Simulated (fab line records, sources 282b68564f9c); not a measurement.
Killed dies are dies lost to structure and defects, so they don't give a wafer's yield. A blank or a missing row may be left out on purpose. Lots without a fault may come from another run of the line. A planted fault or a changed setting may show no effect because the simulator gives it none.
fab line records | flow rit_cmos
record lots=5 wafers=15 last_day=6
route steps=202 shown PRETRO@66 GATE@75 FOX2@80 REOX@98 NLDD@103
lots that met no fault: from a run of the same line without faults
start_h: hours from the record's first day to the start of the lot's first wafer shown | wait_h: hours since the lot's step before | " the same as in the row above | L1.1+2: a row that stands for several wafers | - no value, or no start given | * or withheld: withheld | < > ~ a bound
route shown NAME@n: a module of which the file shows steps, and the number in the route of the first | usual: mean/standard deviation of fault-free wafers | same: alike in all rows | chamber/n: place in a boat | sites: the reading at each site | _std_site: their standard deviation | _edge_site: outer sites' mean less inner sites' | radius_mm: how far each site lies from the wafer's centre | mask NAME#n: copy n | behind: the tool/chamber that last shaped the wafer | hold: why the lot was held/for how many hours/how that ended | device: the transistor (n, p or np) that didn't switch | end of line: the same wafers' tests at the end of the route | a step without rows: its recipe alone | killed: dies lost to structure and defects at the first sort, not the wafer's yield | map: a wafer's dies, x killed, . not, _ none there
set.NAME: the setting as run; set.NAME@STEP: as run at that earlier step | model.NAME: the simulator's own value behind a step, which no gauge read
lots at some steps of the route; a table a step, a row a wafer
services: from which hour (start_h, from the record's first day; less than 0 if before it) a tool's chamber was out of use, for how many hours, and why
## steps
# step RIT_PRETRO_SOFTBAKE_02
# recipe resist=NOVOLAK temp_c=90 time_s=60
# usual heater_power_total_W=34.56/0.054
# same time_s=60
# columns lot.wafer tool chamber start_h wait_h heater_power_total_W
L076.2 litho_track-04 0 41.73 0.1 34.57
L076.5 " 0 " " 34.57
L076.6 " 0 " " 34.61
L078.2 litho_track-04 0 50.64 0.1 34.62
L078.4 " 0 " " 34.41
L078.5 " 0 " " 34.57
L086.1 litho_track-01 0 92.49 0.1 34.64
L086.2 " 0 " " 34.49
L086.3 " 0 " " 34.55
L087.1 litho_track-01 0 97.59 0.1 34.54
L087.2 " 0 " " 34.62
L087.6 " 0 " " 34.60
L091.2 litho_track-02 0 118.31 0.1 34.62
L091.5 " 0 " " 34.62
L091.6 " 0 " " 34.63
# step RIT_PRETRO_EXPOSE_03
# recipe mask_id=M5 na=0.57 target_cd_nm=43700 dose_mj=250
# usual stage_vel_mm_s=500.02/0.25
# same na=0.57
# columns lot.wafer tool chamber start_h wait_h mask stage_vel_mm_s
L076.2 iline_stepper-02 0 41.99 0.2 M5#0 499.88
L076.5 " 0 " " M5#0 500.14
L076.6 " 0 " " M5#0 500.05
L078.2 iline_stepper-02 0 50.79 0.1 M5#0 499.79
L078.4 " 0 " " M5#0 499.87
L078.5 " 0 " " M5#0 499.91
L086.1 iline_stepper-02 0 92.77 0.2 M5#0 499.94
L086.2 " 0 " " M5#0 500.07
L086.3 " 0 " " M5#0 500.06
L087.1 iline_stepper-02 0 97.74 0.1 M5#0 500.18
L087.2 " 0 " " M5#0 499.87
L087.6 " 0 " " M5#0 499.76
L091.2 iline_stepper-01 0 118.46 0.1 M5#0 500.30
L091.5 " 0 " " M5#0 500.19
L091.6 " 0 " " M5#0 500.09
# step RIT_PRETRO_PEB_04
# recipe resist=NOVOLAK temp_c=withheld time_s=withheld
# columns lot.wafer tool chamber start_h wait_h
L076.2+5+6 litho_track-04 0 42.16 0.1
L078.2+4+5 litho_track-04 0 50.91 0.1
L086.1+2+3 litho_track-02 0 92.88 0.1
L087.1+2+6 litho_track-02 0 97.86 0.1
L091.2+5+6 litho_track-04 0 118.63 0.2
# step RIT_PRETRO_DEVELOP_05
# recipe resist=NOVOLAK develop_time_s=68 dev_temp_c=23
# columns lot.wafer tool chamber start_h wait_h
L076.2+5+6 litho_track-04 0 - -
L078.2+4+5 litho_track-04 0 - -
L086.1+2+3 litho_track-02 0 - -
L087.1+2+6 litho_track-02 0 - -
L091.2+5+6 litho_track-04 0 - -
# step RIT_PRETRO_OVL_MEAS_06
# usual PRETRO_OVL=0.7/1.4
# columns lot.wafer tool chamber start_h wait_h PRETRO_OVL[nm]
L076.2 overlay-02 - 42.45 - 0.9
L076.5 " - " " 1.1
L076.6 " - " " 1.2
L078.2 overlay-01 - 51.20 - -1.0
L078.4 " - " " -0.8
L078.5 " - " " -0.5
L086.1 overlay-02 - 93.20 - 1.6
L086.2 " - " " 1.3
L086.3 " - " " -0.8
L087.1 overlay-02 - 98.17 - 2.1
L087.2 " - " " 1.4
L087.6 " - " " 0.9
L091.2 overlay-01 - 118.93 - 0.4
L091.5 " - " " 0.6
L091.6 " - " " -2.2
# step RIT_PRETRO_HARDBAKE_07
# recipe resist=NOVOLAK temp_c=140 time_s=120
# usual heater_power_total_W=52.03/0.062
# same time_s=120
# columns lot.wafer tool chamber start_h wait_h heater_power_total_W
L076.2 litho_track-02 0 42.52 0.1 52.00
L076.5 " 0 " " 51.97
L076.6 " 0 " " 51.99
L078.2 litho_track-04 0 51.39 0.2 52.09
L078.4 " 0 " " 52.09
L078.5 " 0 " " 52.12
L086.1 litho_track-04 0 93.28 0.1 51.97
L086.2 " 0 " " 52.07
L086.3 " 0 " " 51.95
L087.1 litho_track-02 0 98.21 0.0 52.05
L087.2 " 0 " " 52.00
L087.6 " 0 " " 52.04
L091.2 litho_track-02 0 119.00 0.1 52.06
L091.5 " 0 " " 51.96
L091.6 " 0 " " 51.99
# step RIT_PRETRO_IMPLANT_08
# recipe species=B energy_kev=45 dose_cm2=1.2e+13 tilt_deg=7
# columns lot.wafer tool chamber start_h wait_h
L076.2+5+6 implanter-04 0 42.76 0.2
L078.2+4+5 implanter-02 0 51.62 0.2
L086.1+2+3 implanter-02 0 93.53 0.2
L087.1+2+6 implanter-03 0 98.46 0.2
L091.2+5+6 implanter-02 0 119.23 0.2
# step RIT_PRETRO_STRIP_09
# recipe chemistry=O2 time_s=180 resist=NOVOLAK platen_temp_c=withheld power_w=500 pressure_mtorr=4000 o2_flow_sccm=4000
# usual drypump_motor_current_A=5.6/0.37
# same time_s=180
# columns lot.wafer tool chamber start_h wait_h drypump_motor_current_A rf_hours_counter_h
L076.2 plasma_asher-03 1 42.88 0.1 5.2 37
L076.5 " 1 " " 5.2 -
L076.6 " 0 " " 5.6 -
L078.2 plasma_asher-03 1 51.75 0.1 5.2 38
L078.4 " 1 " " 5.2 -
L078.5 " 1 " " 5.2 -
L086.1 plasma_asher-02 0 93.68 0.1 5.9 46
L086.2 " 1 " " 5.8 46
L086.3 " 0 " " 5.9 -
L087.1 plasma_asher-02 1 98.61 0.1 5.8 47
L087.2 " 0 " " 5.8 47
L087.6 " 0 " " 5.9 -
L091.2 plasma_asher-02 1 119.36 0.1 5.8 50
L091.5 " 1 " " 5.9 -
L091.6 " 0 " " 5.9 -
# step RIT_PRETRO_TW_MEAS_10
# usual PRETRO_TW=476.2/2.1
# columns lot.wafer tool chamber start_h wait_h PRETRO_TW
L076.2 film_metro-01 - 43.07 0.1 473.6
L076.5 " - " " 474.2
L076.6 " - " " 473.1
L078.2 film_metro-01 - 51.93 0.1 476.5
L078.4 " - " " 474.2
L078.5 " - " " 473.0
L086.1 film_metro-02 - 93.86 0.1 478.9
L086.2 " - " " 476.7
L086.3 " - " " 478.7
L087.1 film_metro-02 - 98.78 0.1 477.7
L087.2 " - " " 477.8
L087.6 " - " " 477.1
L091.2 film_metro-04 - 119.54 0.1 474.7
L091.5 " - " " 474.4
L091.6 " - " " 473.8
# step RIT_GATE_WET_ETCH_00
# recipe chemistry=BOE target=SiO2 target_depth_nm=56 time_s=60 dry=n2_spin dilution=10:1 temp_c=21.5
# same time_s=60
# columns lot.wafer tool chamber start_h wait_h
L076.2+5+6 wet_bench-04 0 43.12 0.0
L078.2+4+5 wet_bench-04 0 51.98 0.0
L086.1+2+3 wet_bench-03 1 93.92 0.1
L087.1+2+6 wet_bench-01 2 98.84 0.1
L091.2+5+6 wet_bench-04 2 119.59 0.0
# step RIT_GATE_CLEAN_01
# recipe chemistry=SC1 mix=3:3:50 time_s=600 temp_c=75
# same time_s=600
# columns lot.wafer tool chamber start_h wait_h
L076.2+5+6 wet_bench-01 1 43.14 0.0
L078.2+4+5 wet_bench-03 2 52.01 0.0
L086.1+2+3 wet_bench-01 1 93.94 0.0
L087.1+2+6 wet_bench-03 0 98.87 0.0
L091.2+5+6 wet_bench-01 1 119.62 0.0
# step RIT_GATE_CLEAN_02
# recipe chemistry=dHF dilution=50:1 time_s=30
# same time_s=30
# columns lot.wafer tool chamber start_h wait_h
L076.2+5+6 wet_bench-04 0 43.32 0.0
L078.2+4+5 wet_bench-01 2 52.18 0.0
L086.1+2+3 wet_bench-01 1 94.12 0.0
L087.1+2+6 wet_bench-04 0 99.04 0.0
L091.2+5+6 wet_bench-04 1 119.79 0.0
# step RIT_GATE_CLEAN_03
# recipe chemistry=SC2 mix=3:3:50 time_s=600 temp_c=75 dry=n2_spin
# same time_s=600
# columns lot.wafer tool chamber start_h wait_h
L076.2+5+6 wet_bench-03 2 43.33 0.0
L078.2+4+5 wet_bench-04 3 52.20 0.0
L086.1+2+3 wet_bench-01 3 94.14 0.0
L087.1+2+6 wet_bench-01 0 99.06 0.0
L091.2+5+6 wet_bench-01 3 119.81 0.0
# step RIT_GATE_CLEAN_04
# recipe chemistry=dHF dilution=50:1 time_s=60 dry=n2_spin
# same time_s=60
# columns lot.wafer tool chamber start_h wait_h
L076.2+5+6 wet_bench-01 3 43.68 0.0
L078.2+4+5 wet_bench-03 1 52.38 0.0
L086.1+2+3 wet_bench-03 2 94.31 0.0
L087.1+2+6 wet_bench-03 1 99.23 0.0
L091.2+5+6 wet_bench-01 3 119.98 0.0
# step RIT_FOX2_THK_MEAS_91
# recipe reads=SiO2_of_FOX2_OXIDATION_00
# usual FIELD_OXIDE_LEFT_2_THK=254/6.6
# columns lot.wafer tool chamber start_h wait_h FIELD_OXIDE_LEFT_2_THK[nm]
L076.2 film_metro-03 - 43.72 0.0 256
L076.5 " - " " 257
L076.6 " - " " 260
L078.2 film_metro-02 - 52.41 0.0 249
L078.4 " - " " 251
L078.5 " - " " 245
L086.1 film_metro-01 - 94.34 0.0 255
L086.2 " - " " 259
L086.3 " - " " 264
L087.1 film_metro-03 - 99.26 0.0 253
L087.2 " - " " 254
L087.6 " - " " 255
L091.2 film_metro-02 - 120.10 0.1 257
L091.5 " - " " 256
L091.6 " - " " 254
# step RIT_GATE_OXIDATION_05
# recipe temp_c=900 ambient=O2 target_thk_a=30 ox_time_s=270
# usual spike_tc_centre_C=902.4/1.9 tube_center_temp_C_max=902.3/0.42 zone_power_load_pct=26.1/0.51 zone_power_source_pct=27.3/3
# columns lot.wafer tool chamber start_h wait_h spike_tc_centre_C tube_center_temp_C_max zone_power_load_pct zone_power_source_pct
L076.2 furnace-04 0 43.77 0.0 903.9 902.0 26.0 30.4
L076.5 " 0 " " 902.4 902.1 26.8 30.1
L076.6 " 0 " " 902.5 903.1 26.7 30.6
L078.2 furnace-03 0 52.46 0.0 899.0 902.8 26.2 26.1
L078.4 " 0 " " 899.4 902.4 26.6 26.1
L078.5 " 0 " " 898.9 902.4 26.8 26.1
L086.1 furnace-03 0 94.40 0.1 901.3 902.5 26.7 26.4
L086.2 " 0 " " 899.4 901.9 26.4 25.4
L086.3 " 0 " " 900.6 902.8 26.3 25.7
L087.1 furnace-04 0 99.57 0.3 904.0 902.6 26.7 30.2
L087.2 " 0 " " 902.7 901.8 26.6 30.5
L087.6 " 0 " " 903.3 902.0 26.6 30.4
L091.2 furnace-01 0 122.41 2.3 902.2 902.2 25.6 23.5
L091.5 " 0 " " 903.6 902.5 25.5 23.7
L091.6 " 0 " " 901.9 902.6 25.9 23.4
# step RIT_GATE_ANNEAL_06
# recipe temp_c=900 time_s=600 ambient=N2O
# usual spike_tc_centre_C=902.0/1.9 tube_center_temp_C_max=902.4/0.43 zone_power_load_pct=26.2/0.54 zone_power_source_pct=26.7/2.7
# same time_s=600
# columns lot.wafer tool chamber start_h wait_h spike_tc_centre_C tube_center_temp_C_max zone_power_load_pct zone_power_source_pct
L076.2 furnace-04 0 44.84 0.0 902.7 901.9 26.4 30.3
L076.5 " 0 " " 902.7 902.3 26.7 30.4
L076.6 " 0 " " 904.2 902.8 26.3 30.1
L078.2 furnace-03 0 56.09 2.5 899.1 903.4 26.2 25.4
L078.4 " 0 " " 898.0 902.4 26.9 25.9
L078.5 " 0 " " 898.8 901.7 26.4 25.9
L086.1 furnace-04 0 96.11 0.6 904.5 902.4 26.2 30.3
L086.2 " 0 " " 903.0 902.4 26.4 30.4
L086.3 " 0 " " 903.7 902.6 26.4 30.5
L087.1 furnace-03 0 102.39 1.7 899.7 902.2 26.5 26.1
L087.2 " 0 " " 900.2 902.2 26.6 26.5
L087.6 " 0 " " 900.2 902.4 26.7 25.6
L091.2 furnace-01 0 123.48 0.0 903.9 901.8 25.6 23.6
L091.5 " 0 " " 902.7 902.3 25.5 23.5
L091.6 " 0 " " 902.8 902.8 24.9 22.9
# step RIT_GATE_THK_MEAS_07
# recipe reads=SiO2_of_GATE_OXIDATION_05
# usual GATE_OXIDE_THK=3.00/0.061
# columns lot.wafer tool chamber start_h wait_h GATE_OXIDE_THK[nm]
L076.2 film_metro-01 - 45.10 0.0 2.97
L076.5 " - " " 3.02
L076.6 " - " " 3.03
L078.2 film_metro-02 - 56.35 0.0 2.95
L078.4 " - " " 2.90
L078.5 " - " " 3.00
L086.1 film_metro-01 - 96.36 0.0 2.84
L086.2 " - " " 2.99
L086.3 " - " " 2.96
L087.1 film_metro-01 - 102.64 0.0 2.95
L087.2 " - " " 2.95
L087.6 " - " " 2.99
L091.2 film_metro-02 - 123.74 0.0 2.93
L091.5 " - " " 3.03
L091.6 " - " " 3.04
# step RIT_GATE_CVD_08
# recipe material=poly-Si target_thk_nm=250 temp_c=610 precursor=SiH4 time_s=2220 pressure_mtorr=300 sih4_flow_sccm=100
# usual spike_tc_centre_C=612.1/1.3 zone_power_load_pct=12.8/0.42 zone_power_source_pct=11.3/1
# same time_s=2220
# columns lot.wafer tool chamber start_h wait_h spike_tc_centre_C zone_power_load_pct zone_power_source_pct
L076.2 lpcvd-01 0 45.90 0.8 611.5 12.3 10.6
L076.5 " 0 " " 611.3 12.4 10.4
L076.6 " 0 " " 611.6 12.5 10.5
L078.2 lpcvd-01 1 57.36 1.0 612.8 12.7 10.9
L078.4 " 1 " " 612.3 13.0 10.9
L078.5 " 1 " " 612.9 12.8 10.9
L086.1 lpcvd-01 0 96.42 0.1 610.1 12.3 10.4
L086.2 " 0 " " 611.6 12.2 10.3
L086.3 " 0 " " 611.5 12.7 10.5
L087.1 lpcvd-01 0 103.23 0.6 611.1 12.3 10.4
L087.2 " 0 " " 612.8 12.6 10.6
L087.6 " 0 " " 610.7 12.6 10.4
L091.2 lpcvd-02 1 124.03 0.3 612.8 13.7 12.9
L091.5 " 1 " " 613.5 13.4 12.8
L091.6 " 1 " " 611.9 13.5 13.0
# step RIT_GATE_THK_MEAS_09
# recipe reads=poly-Si_of_GATE_CVD_08
# usual GATE_POLY_THK=250.4/2.6
# columns lot.wafer tool chamber start_h wait_h GATE_POLY_THK[nm]
L076.2 film_metro-01 - 47.52 0.0 249.7
L076.5 " - " " 251.2
L076.6 " - " " 251.2
L078.2 film_metro-01 - 58.99 0.0 251.0
L078.4 " - " " 251.4
L078.5 " - " " 251.0
L086.1 film_metro-01 - 98.85 0.0 251.9
L086.2 " - " " 249.7
L086.3 " - " " 250.4
L087.1 film_metro-01 - 104.85 0.0 252.3
L087.2 " - " " 251.1
L087.6 " - " " 249.7
L091.2 film_metro-01 - 125.66 0.0 255.3
L091.5 " - " " 251.1
L091.6 " - " " 254.1
# step RIT_GATE_HMDS_10
# recipe prime_time_s=60 prime_temp_c=140
# columns lot.wafer tool chamber start_h wait_h
L076.2+5+6 litho_track-04 0 47.60 0.1
L078.2+4+5 litho_track-03 0 59.07 0.1
L086.1+2+3 litho_track-04 0 98.91 0.1
L087.1+2+6 litho_track-04 0 104.91 0.1
L091.2+5+6 litho_track-01 0 125.73 0.1
# step RIT_GATE_COAT_11
# recipe resist=NOVOLAK spin_rpm=4250 resist_thk_nm=850
# columns lot.wafer tool chamber start_h wait_h
L076.2+5+6 litho_track-04 0 47.75 0.1
L078.2+4+5 litho_track-03 0 59.22 0.1
L086.1+2+3 litho_track-04 0 99.06 0.1
L087.1+2+6 litho_track-04 0 105.06 0.1
L091.2+5+6 litho_track-01 0 125.88 0.1
# step RIT_GATE_SOFTBAKE_12
# recipe resist=NOVOLAK temp_c=90 time_s=60
# usual heater_power_total_W=34.56/0.055
# same time_s=60
# columns lot.wafer tool chamber start_h wait_h heater_power_total_W
L076.2 litho_track-04 0 47.90 0.1 34.65
L076.5 " 0 " " 34.57
L076.6 " 0 " " 34.50
L078.2 litho_track-03 0 59.37 0.1 34.52
L078.4 " 0 " " 34.49
L078.5 " 0 " " 34.62
L086.1 litho_track-04 0 99.21 0.1 34.60
L086.2 " 0 " " 34.55
L086.3 " 0 " " 34.51
L087.1 litho_track-04 0 105.21 0.1 34.57
L087.2 " 0 " " 34.60
L087.6 " 0 " " 34.65
L091.2 litho_track-01 0 126.03 0.1 34.54
L091.5 " 0 " " 34.62
L091.6 " 0 " " 34.57
# step RIT_GATE_EXPOSE_13
# recipe mask_id=M6 na=0.6 source_shape=conventional sigma_outer=0.6 target_cd_nm=150 dose_mj=380
# usual stage_vel_mm_s=500.06/0.22
# same na=0.6
# columns lot.wafer tool chamber start_h wait_h mask stage_vel_mm_s
L076.2 iline_stepper-02 0 48.04 0.1 M6#0 500.15
L076.5 " 0 " " M6#0 500.15
L076.6 " 0 " " M6#0 500.43
L078.2 iline_stepper-01 0 59.63 0.2 M6#0 499.81
L078.4 " 0 " " M6#0 500.10
L078.5 " 0 " " M6#0 499.62
L086.1 iline_stepper-01 0 99.36 0.1 M6#0 499.88
L086.2 " 0 " " M6#0 500.23
L086.3 " 0 " " M6#0 500.37
L087.1 iline_stepper-01 0 105.36 0.1 M6#0 500.14
L087.2 " 0 " " M6#0 499.93
L087.6 " 0 " " M6#0 500.10
L091.2 iline_stepper-02 0 126.17 0.1 M6#0 500.59
L091.5 " 0 " " M6#0 500.16
L091.6 " 0 " " M6#0 500.25
# step RIT_GATE_PEB_14
# recipe resist=NOVOLAK temp_c=withheld time_s=withheld
# columns lot.wafer tool chamber start_h wait_h
L076.2+5+6 litho_track-03 0 48.16 0.1
L078.2+4+5 litho_track-01 0 59.78 0.1
L086.1+2+3 litho_track-03 0 99.47 0.1
L087.1+2+6 litho_track-03 0 105.48 0.1
L091.2+5+6 litho_track-01 0 126.30 0.1
# step RIT_GATE_DEVELOP_15
# recipe resist=NOVOLAK develop_time_s=50 dev_temp_c=23
# columns lot.wafer tool chamber start_h wait_h
L076.2+5+6 litho_track-03 0 - -
L078.2+4+5 litho_track-01 0 - -
L086.1+2+3 litho_track-03 0 - -
L087.1+2+6 litho_track-03 0 - -
L091.2+5+6 litho_track-01 0 - -
# step RIT_GATE_CD_MEAS_16
# recipe target_cd_nm=150
# usual cd_nm=150.0/2.1
# columns lot.wafer tool chamber start_h wait_h cd_nm
L076.2 cd_sem-02 - 48.44 - 151.3
L076.5 " - " " 153.1
L076.6 " - " " 150.9
L078.2 cd_sem-02 - 60.06 - 150.0
L078.4 " - " " 150.5
L078.5 " - " " 148.7
L086.1 cd_sem-01 - 99.76 - 152.1
L086.2 " - " " 152.1
L086.3 " - " " 148.9
L087.1 cd_sem-02 - 105.76 - 149.7
L087.2 " - " " 148.4
L087.6 " - " " 150.6
L091.2 cd_sem-02 - 126.58 - 150.1
L091.5 " - " " 150.0
L091.6 " - " " 147.1
# step RIT_GATE_OVL_MEAS_17
# usual GATE_OVL=-0.3/1.2
# columns lot.wafer tool chamber start_h wait_h GATE_OVL[nm]
L076.2 overlay-02 - 48.55 0.1 -0.6
L076.5 " - " " 0.3
L076.6 " - " " -0.1
L078.2 overlay-02 - 60.16 0.1 -0.7
L078.4 " - " " 0.4
L078.5 " - " " 1.0
L086.1 overlay-01 - 99.88 0.1 3.9
L086.2 " - " " 2.8
L086.3 " - " " 2.4
L087.1 overlay-02 - 105.88 0.1 -0.6
L087.2 " - " " -1.8
L087.6 " - " " -1.7
L091.2 overlay-01 - 126.72 0.1 -0.4
L091.5 " - " " -0.4
L091.6 " - " " -1.4
# step RIT_GATE_HARDBAKE_18
# recipe resist=NOVOLAK temp_c=140 time_s=60
# usual heater_power_total_W=62.54/0.046
# same time_s=60
# columns lot.wafer tool chamber start_h wait_h heater_power_total_W
L076.2 litho_track-03 0 48.60 0.0 62.57
L076.5 " 0 " " 62.56
L076.6 " 0 " " 62.55
L078.2 litho_track-04 0 60.22 0.0 62.45
L078.4 " 0 " " 62.45
L078.5 " 0 " " 62.51
L086.1 litho_track-04 0 99.91 0.0 62.59
L086.2 " 0 " " 62.54
L086.3 " 0 " " 62.60
L087.1 litho_track-04 0 106.03 0.1 62.50
L087.2 " 0 " " 62.65
L087.6 " 0 " " 62.54
L091.2 litho_track-01 0 126.77 0.0 62.60
L091.5 " 0 " " 62.48
L091.6 " 0 " " 62.55
# step RIT_GATE_ETCH_19
# recipe chemistry=SF6/CHF3/O2 time_s=165 SF6_flow_sccm=30 CHF3_flow_sccm=30 O2_flow_sccm=5 target=poly-Si pressure_mtorr=40 rf_w=160 target_depth_a=3125 over_etch_frac=0.25 stop_on=SiO2
# usual O2_flow_sccm=5.001/0.015 drypump_motor_current_A=5.8/0.52 oes_product_au=0.849/0.01 throttle_valve_pct=10.29/0.12
# same time_s=165
# columns lot.wafer tool chamber start_h wait_h O2_flow_sccm drypump_motor_current_A oes_product_au rf_hours_counter_h throttle_valve_pct
L076.2 rie_si-02 2 48.73 0.1 4.987 5.4 0.845 119 10.39
L076.5 " 3 " " 5.009 5.4 0.852 - 10.46
L076.6 " 0 " " 4.985 5.7 0.842 - 10.21
L078.2 rie_si-02 3 60.34 0.1 5.009 5.4 0.858 133 10.46
L078.4 " 1 " " 4.997 5.6 0.843 - 10.36
L078.5 " 0 " " 4.991 5.7 0.848 - 10.19
L086.1 rie_si-02 2 100.06 0.1 4.975 5.4 0.867 120 10.39
L086.2 " 0 " " 5.009 5.7 0.853 146 10.21
L086.3 " 3 " " 4.994 5.4 0.851 133 10.46
L087.1 rie_si-01 0 106.18 0.1 5.022 6.7 0.828 60 10.26
L087.2 " 3 " " 4.991 6.8 0.860 47 10.07
L087.6 " 3 " " 5.016 6.8 0.852 - 10.06
L091.2 rie_si-01 3 126.90 0.1 4.987 6.8 0.872 47 10.08
L091.5 " 0 " " 5.001 6.7 0.842 - 10.26
L091.6 " 3 " " 4.987 6.8 0.866 - 10.07
# step RIT_GATE_STRIP_20
# recipe chemistry=O2 time_s=180 resist=NOVOLAK platen_temp_c=withheld power_w=500 pressure_mtorr=4000 o2_flow_sccm=4000
# usual drypump_motor_current_A=5.9/0.5
# same time_s=180
# columns lot.wafer tool chamber start_h wait_h drypump_motor_current_A rf_hours_counter_h
L076.2 plasma_asher-02 1 48.84 0.1 5.9 42
L076.5 " 1 " " 5.8 -
L076.6 " 0 " " 5.9 -
L078.2 plasma_asher-01 0 60.45 0.1 4.9 28
L078.4 " 0 " " 4.9 -
L078.5 " 1 " " 6.6 -
L086.1 plasma_asher-04 0 100.17 0.1 5.8 45
L086.2 " 1 " " 6.2 45
L086.3 " 0 " " 5.8 -
L087.1 plasma_asher-04 1 106.28 0.1 6.2 46
L087.2 " 0 " " 5.8 46
L087.6 " 0 " " 5.8 -
L091.2 plasma_asher-02 1 127.00 0.1 5.9 51
L091.5 " 0 " " 5.9 -
L091.6 " 1 " " 5.9 -
# step RIT_GATE_CD_MEAS_90
# recipe target_cd_nm=150
# usual cd_nm=150.0/2.1
# columns lot.wafer tool chamber start_h wait_h cd_nm
L076.2 cd_sem-01 - 49.03 0.1 150.9
L076.5 " - " " 152.7
L076.6 " - " " 151.3
L078.2 cd_sem-01 - 60.65 0.1 150.0
L078.4 " - " " 150.6
L078.5 " - " " 149.0
L086.1 cd_sem-01 - 100.35 0.1 152.2
L086.2 " - " " 152.0
L086.3 " - " " 149.2
L087.1 cd_sem-01 - 106.46 0.1 149.5
L087.2 " - " " 148.4
L087.6 " - " " 150.2
L091.2 cd_sem-01 - 127.20 0.1 149.7
L091.5 " - " " 149.9
L091.6 " - " " 147.1
# step RIT_REOX_CLEAN_00
# recipe chemistry=SC1 mix=3:3:50 time_s=600 temp_c=75
# same time_s=600
# columns lot.wafer tool chamber start_h wait_h
L076.2+5+6 wet_bench-03 0 49.13 0.1
L078.2+4+5 wet_bench-03 3 60.75 0.1
L086.1+2+3 wet_bench-03 2 100.47 0.1
L087.1+2+6 wet_bench-03 0 106.58 0.1
L091.2+5+6 wet_bench-02 3 127.30 0.1
# step RIT_REOX_CLEAN_01
# recipe chemistry=dHF dilution=50:1 time_s=30
# same time_s=30
# columns lot.wafer tool chamber start_h wait_h
L076.2+5+6 wet_bench-02 0 49.31 0.0
L078.2+4+5 wet_bench-02 1 60.92 0.0
L086.1+2+3 wet_bench-02 2 100.64 0.0
L087.1+2+6 wet_bench-01 3 106.75 0.0
L091.2+5+6 wet_bench-01 2 127.49 0.0
# step RIT_REOX_CLEAN_02
# recipe chemistry=SC2 mix=3:3:50 time_s=600 temp_c=75 dry=n2_spin
# same time_s=600
# columns lot.wafer tool chamber start_h wait_h
L076.2+5+6 wet_bench-03 2 49.32 0.0
L078.2+4+5 wet_bench-01 1 60.94 0.0
L086.1+2+3 wet_bench-01 1 100.66 0.0
L087.1+2+6 wet_bench-03 2 106.77 0.0
L091.2+5+6 wet_bench-02 1 127.51 0.0
# step RIT_REOX_OXIDATION_03
# recipe temp_c=900 ambient=O2 target_thk_a=252 ox_time_s=5580
# usual spike_tc_centre_C=902.1/2.1 tube_center_temp_C_max=902.4/0.4 zone_power_load_pct=26.1/0.56 zone_power_source_pct=26.3/2.8
# columns lot.wafer tool chamber start_h wait_h spike_tc_centre_C tube_center_temp_C_max zone_power_load_pct zone_power_source_pct
L076.2 furnace-04 0 49.50 0.0 904.9 902.4 26.1 30.4
L076.5 " 0 " " 905.2 901.9 26.5 30.5
L076.6 " 0 " " 904.1 902.0 26.5 30.2
L078.2 furnace-03 0 61.13 0.0 900.3 902.9 26.3 26.3
L078.4 " 0 " " 901.0 902.3 26.9 25.7
L078.5 " 0 " " 901.3 902.1 26.6 25.9
L086.1 furnace-03 0 102.64 1.8 898.4 901.7 26.4 25.8
L086.2 " 0 " " 901.1 902.1 26.4 25.9
L086.3 " 0 " " 901.1 902.4 26.7 26.1
L087.1 furnace-04 0 107.67 0.7 904.8 902.5 26.5 30.5
L087.2 " 0 " " 905.6 902.3 26.1 30.1
L087.6 " 0 " " 903.5 902.8 26.0 30.4
L091.2 furnace-01 0 127.68 0.0 902.3 902.3 25.8 23.3
L091.5 " 0 " " 903.7 903.0 25.3 23.3
L091.6 " 0 " " 903.2 902.3 25.4 23.6
# step RIT_REOX_THK_MEAS_04
# recipe reads=SiO2_of_REOX_OXIDATION_03
# usual REOX_OXIDE_THK=25.2/0.42
# columns lot.wafer tool chamber start_h wait_h REOX_OXIDE_THK[nm]
L076.2 film_metro-03 - 52.06 0.0 24.8
L076.5 " - " " 24.8
L076.6 " - " " 24.8
L078.2 film_metro-01 - 63.69 0.0 24.9
L078.4 " - " " 24.8
L078.5 " - " " 24.9
L086.1 film_metro-03 - 105.19 0.0 25.2
L086.2 " - " " 25.7
L086.3 " - " " 25.5
L087.1 film_metro-01 - 110.22 0.0 24.3
L087.2 " - " " 24.8
L087.6 " - " " 24.5
L091.2 film_metro-01 - 130.24 0.0 25.0
L091.5 " - " " 25.2
L091.6 " - " " 24.7
# step RIT_NLDD_HMDS_00
# recipe prime_time_s=60 prime_temp_c=140
# columns lot.wafer tool chamber start_h wait_h
L076.2+5+6 litho_track-02 0 52.13 0.1
L078.2+4+5 litho_track-03 0 63.76 0.1
L086.1+2+3 litho_track-02 0 105.25 0.1
L087.1+2+6 litho_track-01 0 110.28 0.1
L091.2+5+6 litho_track-01 0 130.32 0.1
# step RIT_NLDD_COAT_01
# recipe resist=NOVOLAK spin_rpm=3250 resist_thk_nm=1000
# columns lot.wafer tool chamber start_h wait_h
L076.2+5+6 litho_track-02 0 52.28 0.1
L078.2+4+5 litho_track-03 0 63.91 0.1
L086.1+2+3 litho_track-02 0 105.40 0.1
L087.1+2+6 litho_track-01 0 110.43 0.1
L091.2+5+6 litho_track-01 0 130.47 0.1
# step RIT_NLDD_SOFTBAKE_02
# recipe resist=NOVOLAK temp_c=90 time_s=60
# usual heater_power_total_W=34.57/0.049
# same time_s=60
# columns lot.wafer tool chamber start_h wait_h heater_power_total_W
L076.2 litho_track-02 0 52.43 0.1 34.55
L076.5 " 0 " " 34.68
L076.6 " 0 " " 34.55
L078.2 litho_track-03 0 64.06 0.1 34.52
L078.4 " 0 " " 34.63
L078.5 " 0 " " 34.49
L086.1 litho_track-02 0 105.55 0.1 34.60
L086.2 " 0 " " 34.55
L086.3 " 0 " " 34.65
L087.1 litho_track-01 0 110.58 0.1 34.50
L087.2 " 0 " " 34.54
L087.6 " 0 " " 34.57
L091.2 litho_track-01 0 130.62 0.1 34.54
L091.5 " 0 " " 34.56
L091.6 " 0 " " 34.46
## services
# columns tool chamber start_h hours kind
plasma_asher-03 - 19.09 12.5 repair
rie_si-02 3 23.51 1.0 repair
wet_bench-01 - 26.94 3.8 repair
plasma_asher-03 - 31.62 2.8 pm
wet_bench-04 - 36.94 4.4 pm
iline_stepper-01 - 43.38 12.1 repair
plasma_asher-04 - 43.96 1.8 repair
plasma_asher-02 - 46.64 0.4 repair
rie_si-02 2 52.18 14.7 repair
furnace-01 - 54.79 3.6 pm
implanter-02 - 55.73 3.2 repair
rie_si-01 - 57.58 2.8 pm
furnace-04 - 63.47 2.3 pm
rie_si-01 - 67.39 0.2 repair
rie_si-01 3 75.49 2.2 repair
rie_si-02 2 80.01 10.8 repair
rie_si-02 3 85.26 8.4 repair
furnace-04 - 85.53 4.5 pm
plasma_asher-04 - 100.62 2.8 pm
plasma_asher-02 - 103.31 2.4 repair
plasma_asher-04 - 108.75 9.0 pm
iline_stepper-01 - 114.52 2.6 repair
iline_stepper-01 - 126.48 1.7 pm
plasma_asher-04 - 126.64 2.2 repair
## key
fault none
